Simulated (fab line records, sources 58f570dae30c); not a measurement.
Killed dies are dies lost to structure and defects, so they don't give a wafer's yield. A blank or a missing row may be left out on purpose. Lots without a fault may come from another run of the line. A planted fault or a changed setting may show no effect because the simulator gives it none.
Which tool did it? | flow berkeley_cmos170 | 14 lots, 42 wafers sampled, at 7 steps of a route of 331

WHAT THE GAUGES READ, wafer by wafer
UCB170_GATE_THK_MEAS_02. Usual: GATE_OXIDE_THK 6.62 nm, standard deviation 0.12.
lot  | measured     | on            | GATE_OXIDE_THK (nm) | flag
L702 | day 7 09:00  | film_metro-02 | 6.68 6.59 6.69      |
L704 | day 7 16:30  | film_metro-02 | 6.64 6.68 6.64      |
L703 | day 7 16:31  | film_metro-03 | 6.58 6.49 6.59      |
L706 | day 8 02:13  | film_metro-03 | 6.48 6.43 6.42      |
L705 | day 8 02:15  | film_metro-04 | 6.82 6.78 6.99      |
L707 | day 8 09:25  | film_metro-03 | 6.43 6.36 6.55      |
L708 | day 8 17:50  | film_metro-03 | 6.64 6.63 6.70      |
L709 | day 8 17:50  | film_metro-02 | 6.33 6.53 6.44      |
L712 | day 9 03:14  | film_metro-02 | 6.78 6.77 6.90      |
L713 | day 9 20:30  | film_metro-03 | 6.72 6.79 6.75      |
L715 | day 9 20:31  | film_metro-04 | 6.58 6.60 6.77      |
L716 | day 10 00:52 | film_metro-02 | 6.60 6.73 6.65      |
L719 | day 10 00:55 | film_metro-04 | 6.61 6.75 6.56      |
L722 | day 11 06:20 | film_metro-04 | 6.45 6.60 6.39      |

UCB170_GATE_CD_MEAS_12: target cd 350 nm. Usual: cd_nm 349.9 nm, standard deviation 1.3.
lot  | measured     | on        | cd_nm (nm)        | flag
L702 | day 7 18:21  | cd_sem-02 | 349.8 348.6 348.7 |
L704 | day 8 02:03  | cd_sem-02 | 349.2 350.7 351.1 |
L703 | day 8 01:47  | cd_sem-01 | 350.3 348.7 348.2 |
L706 | day 8 11:17  | cd_sem-02 | 349.7 351.2 350.8 |
L705 | day 8 11:28  | cd_sem-01 | 349.9 349.6 348.1 |
L707 | day 8 22:43  | cd_sem-02 | 348.3 347.5 347.4 |
L708 | day 9 03:53  | cd_sem-01 | 350.6 351.3 351.3 |
L709 | day 9 03:17  | cd_sem-01 | 348.9 348.8 347.0 |
L712 | day 9 11:42  | cd_sem-01 | 349.6 350.5 350.4 |
L713 | day 10 03:13 | cd_sem-02 | 346.7 347.2 346.1 |
L715 | day 10 03:10 | cd_sem-01 | 350.0 348.8 349.9 |
L716 | day 10 09:13 | cd_sem-02 | 347.4 348.7 349.3 |
L719 | day 10 09:07 | cd_sem-02 | 350.9 351.4 349.6 |
L722 | day 11 16:12 | cd_sem-02 | 349.6 350.7 347.8 |

UCB170_PSD_TW_MEAS_10. Usual: PSD_TW 2323, standard deviation 26.
lot  | measured     | on            | PSD_TW         | flag
L702 | day 8 09:34  | film_metro-01 | 2314 2338 2314 |
L704 | day 8 16:27  | film_metro-01 | 2323 2323 2327 |
L703 | day 8 16:11  | film_metro-01 | 2308 2310 2327 |
L706 | day 8 23:44  | film_metro-03 | 2290 2287 2289 |
L705 | day 8 23:56  | film_metro-02 | 2352 2337 2342 |
L707 | day 9 10:34  | film_metro-01 | 2306 2304 2313 |
L708 | day 9 16:33  | film_metro-01 | 2310 2314 2293 |
L709 | day 9 14:58  | film_metro-03 | 2290 2306 2309 |
L712 | day 10 03:54 | film_metro-02 | 2347 2342 2355 |
L713 | day 10 14:15 | film_metro-02 | 2338 2352 2342 |
L715 | day 10 14:49 | film_metro-03 | 2432 2428 2428 | OFF
L716 | day 11 01:10 | film_metro-01 | 2467 2447 2446 | OFF
L719 | day 11 01:26 | film_metro-02 | 2341 2343 2353 |
L722 | day 12 09:35 | film_metro-02 | 2331 2352 2347 |

UCB170_NSD_OVL_MEAS_07. Usual: NSD_OVL -1 nm, standard deviation 4.9.
lot  | measured     | on         | NSD_OVL (nm) | flag
L702 | day 8 14:14  | overlay-02 | 2 12 1       |
L704 | day 8 17:47  | overlay-01 | -2 -7 -9     |
L703 | day 8 17:30  | overlay-02 | 7 3 8        |
L706 | day 9 00:56  | overlay-02 | -4 7 -2      |
L705 | day 9 01:14  | overlay-02 | -5 -7 -7     |
L707 | day 9 16:20  | overlay-02 | 5 -1 4       |
L708 | day 9 19:04  | overlay-02 | -3 5 1       |
L709 | day 9 18:19  | overlay-01 | -4 -4 -8     |
L712 | day 10 05:53 | overlay-02 | -2 1 0       |
L713 | day 10 17:19 | overlay-01 | -4 -3 -4     |
L715 | day 10 17:52 | overlay-02 | 2 3 -1       |
L716 | day 11 03:49 | overlay-02 | -5 -8 -9     |
L719 | day 11 04:08 | overlay-01 | 2 4 1        |
L722 | day 12 11:08 | overlay-01 | -5 -2 -5     |

UCB170_SDANNEAL_RS_MEAS_02: measures by four-point-probe. Usual: PSD_RS 75.5 ohm/sq, standard deviation 0.38.
lot  | measured     | on            | PSD_RS (ohm/sq) | flag
L702 | day 8 15:40  | film_metro-01 | 75.6 75.8 75.7  |
L704 | day 8 19:10  | film_metro-01 | 75.5 75.3 75.4  |
L703 | day 8 18:53  | film_metro-03 | 75.3 75.5 75.7  |
L706 | day 9 02:21  | film_metro-01 | 75.1 75.3 74.8  |
L705 | day 9 02:57  | film_metro-03 | 75.4 75.7 75.7  |
L707 | day 9 18:48  | film_metro-03 | 75.5 75.6 75.7  |
L708 | day 9 21:27  | film_metro-02 | 75.2 75.1 75.2  |
L709 | day 9 20:47  | film_metro-03 | 76.1 76.1 75.7  |
L712 | day 10 07:21 | film_metro-02 | 75.1 75.1 74.8  |
L713 | day 10 18:46 | film_metro-03 | 76.3 76.2 76.1  |
L715 | day 10 19:33 | film_metro-03 | 65.8 66.0 66.3  | OFF
L716 | day 11 05:11 | film_metro-03 | 65.7 65.9 65.8  | OFF
L719 | day 11 05:50 | film_metro-02 | 75.3 75.6 75.5  |
L722 | day 12 12:30 | film_metro-03 | 75.4 75.2 75.1  |

WHICH TOOL RAN EACH LOT (tool, then ch and the chambers of the sampled wafers, then the start)
lot  | UCB170_PSD_IMPLANT_08           | UCB170_PSD_STRIP_09
L702 | implanter-03 ch 0, day 8 09:20  | plasma_asher-02 ch 0,1, day 8 09:28
L704 | implanter-03 ch 0, day 8 16:12  | plasma_asher-04 ch 0,1, day 8 16:21
L703 | implanter-02 ch 0, day 8 15:57  | plasma_asher-02 ch 0, day 8 16:04
L706 | implanter-03 ch 0, day 8 23:32  | plasma_asher-04 ch 0,1, day 8 23:38
L705 | implanter-02 ch 0, day 8 23:41  | plasma_asher-02 ch 0, day 8 23:50
L707 | implanter-02 ch 0, day 9 10:19  | plasma_asher-04 ch 1, day 9 10:27
L708 | implanter-03 ch 0, day 9 16:20  | plasma_asher-04 ch 0,1, day 9 16:27
L709 | implanter-02 ch 0, day 9 14:43  | plasma_asher-02 ch 0,1, day 9 14:52
L712 | implanter-02 ch 0, day 10 03:40 | plasma_asher-03 ch 0, day 10 03:47
L713 | implanter-03 ch 0, day 10 14:00 | plasma_asher-04 ch 0,1, day 10 14:09
L715 | implanter-03 ch 0, day 10 14:35 | plasma_asher-04 ch 0,1, day 10 14:43
L716 | implanter-03 ch 0, day 11 00:55 | plasma_asher-03 ch 0,1, day 11 01:04
L719 | implanter-01 ch 0, day 11 01:12 | plasma_asher-04 ch 0,1, day 11 01:20
L722 | implanter-02 ch 0, day 12 09:20 | plasma_asher-02 ch 0,1, day 12 09:29
- UCB170_PSD_IMPLANT_08
- UCB170_PSD_STRIP_09: strips in O2.

WHAT THE TOOLS THEMSELVES READ (means of the sampled wafers that have a number; where no wafer has one, the mark that the record gives instead)
UCB170_PSD_IMPLANT_08. Usual: dose_ions_cm2 3e+15, standard deviation 3.4e+12; end_station_pressure_torr 1.26e-05 Torr, standard deviation 6.5e-07; faraday_current_uA 9263, standard deviation 170.
lot  | tool         | dose_ions_cm2 | end_station_pressure_torr (Torr) | faraday_current_uA | flag
L702 | implanter-03 | 3e+15         | 1.25e-05                         | 9168               |
L704 | implanter-03 | 3e+15         | 1.21e-05                         | 9308               |
L703 | implanter-02 | 3e+15         | 1.27e-05                         | 9308               |
L706 | implanter-03 | 3e+15         | 1.29e-05                         | 9364               |
L705 | implanter-02 | 3e+15         | 1.25e-05                         | 9344               |
L707 | implanter-02 | 3e+15         | 1.30e-05                         | 9264               |
L708 | implanter-03 | 3e+15         | 1.28e-05                         | 9189               |
L709 | implanter-02 | 3e+15         | 1.32e-05                         | 9234               |
L712 | implanter-02 | 3e+15         | 1.29e-05                         | 9187               |
L713 | implanter-03 | 3e+15         | 1.26e-05                         | 9258               |
L715 | implanter-03 | 4e+15         | 1.48e-05                         | 11135              | OFF
L716 | implanter-03 | 4e+15         | 1.40e-05                         | 11041              | OFF
L719 | implanter-01 | 3e+15         | 1.30e-05                         | 9257               |
L722 | implanter-02 | 3e+15         | 1.18e-05                         | 9014               |

UCB170_PSD_STRIP_09. Usual: drypump_motor_current_A 5.5 A, standard deviation 0.49; o2_flow_sccm 400.0 sccm, standard deviation 1.2; oes_product_au 0.600 a.u., standard deviation 0.0046; strip_time_to_endpoint_s 29.38 s, standard deviation 0.089.
lot  | tool            | drypump_motor_current_A (A) | o2_flow_sccm (sccm) | oes_product_au (a.u.) | strip_time_to_endpoint_s (s) | flag
L702 | plasma_asher-02 | 5.2                         | 400.5               | 0.602                 | 29.31                        |
L704 | plasma_asher-04 | 5.4                         | 400.2               | 0.605                 | 29.46                        |
L703 | plasma_asher-02 | 4.9                         | 400.8               | 0.602                 | 29.25                        |
L706 | plasma_asher-04 | 5.4                         | 400.0               | 0.594                 | 29.46                        |
L705 | plasma_asher-02 | 4.9                         | 398.1               | 0.601                 | 29.28                        |
L707 | plasma_asher-04 | 5.8                         | 400.3               | 0.601                 | 29.39                        |
L708 | plasma_asher-04 | 5.6                         | 400.5               | 0.606                 | 29.45                        |
L709 | plasma_asher-02 | 5.4                         | 400.2               | 0.603                 | 29.49                        |
L712 | plasma_asher-03 | 6.7                         | 400.4               | 0.600                 | 29.54                        |
L713 | plasma_asher-04 | 5.6                         | 398.7               | 0.602                 | 29.30                        |
L715 | plasma_asher-04 | 5.3                         | 399.1               | 0.573                 | 31.32                        | OFF
L716 | plasma_asher-03 | 6.2                         | 399.7               | 0.573                 | 31.45                        | OFF
L719 | plasma_asher-04 | 5.3                         | 399.8               | 0.601                 | 29.36                        |
L722 | plasma_asher-02 | 5.4                         | 399.6               | 0.603                 | 29.34                        |

THE ANSWER, worked out from the rows above alone
Rule: a lot is off if the mean of its wafers that have a number lies more than 3 standard deviations from the usual mean. A lot without any number at a reading at which 4 lots or more have one is off too. The other lots that the step has rows for count as sound. The gauges are gone through in route order, then the tools' own readings, and for those a lot's mean is taken as printed above. The first step at which some lot is off is used, and at that step the reading that is off furthest; a lot without a number counts as furthest.
Off: L715, L716, at UCB170_PSD_TW_MEAS_10 (PSD_TW).
A tool fits if, at a process step before that reading, it ran every lot that is off, and no sound lot after the first of them. The gauges at UCB170_PSD_TW_MEAS_10 aren't tried: what is off there is off at UCB170_PSD_IMPLANT_08 too, on other tools, and a gauge's error can't cause that. One fits: implanter-03 at UCB170_PSD_IMPLANT_08. Its last sound lot is L713 (day 10 14:00), its first lot that is off L715 (day 10 14:35): a fault that began between those two fits.
The tool's own readings at UCB170_PSD_IMPLANT_08 bear it out: on the lots that are off they differ by more than 5 times the standard deviation of the sound lots' means. dose_ions_cm2 reads 4e+15 there against 3e+15 on the sound lots; faraday_current_uA reads 11088 there against 9241 on the sound lots.

WHAT THE SIMULATOR HAD PUT IN
Process parameter drift: implanter-03, from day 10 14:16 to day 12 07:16, at UCB170_PSD_IMPLANT_08. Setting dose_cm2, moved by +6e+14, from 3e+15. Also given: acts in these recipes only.
Lots struck among those shown: L715, L716. The rule above found the same.
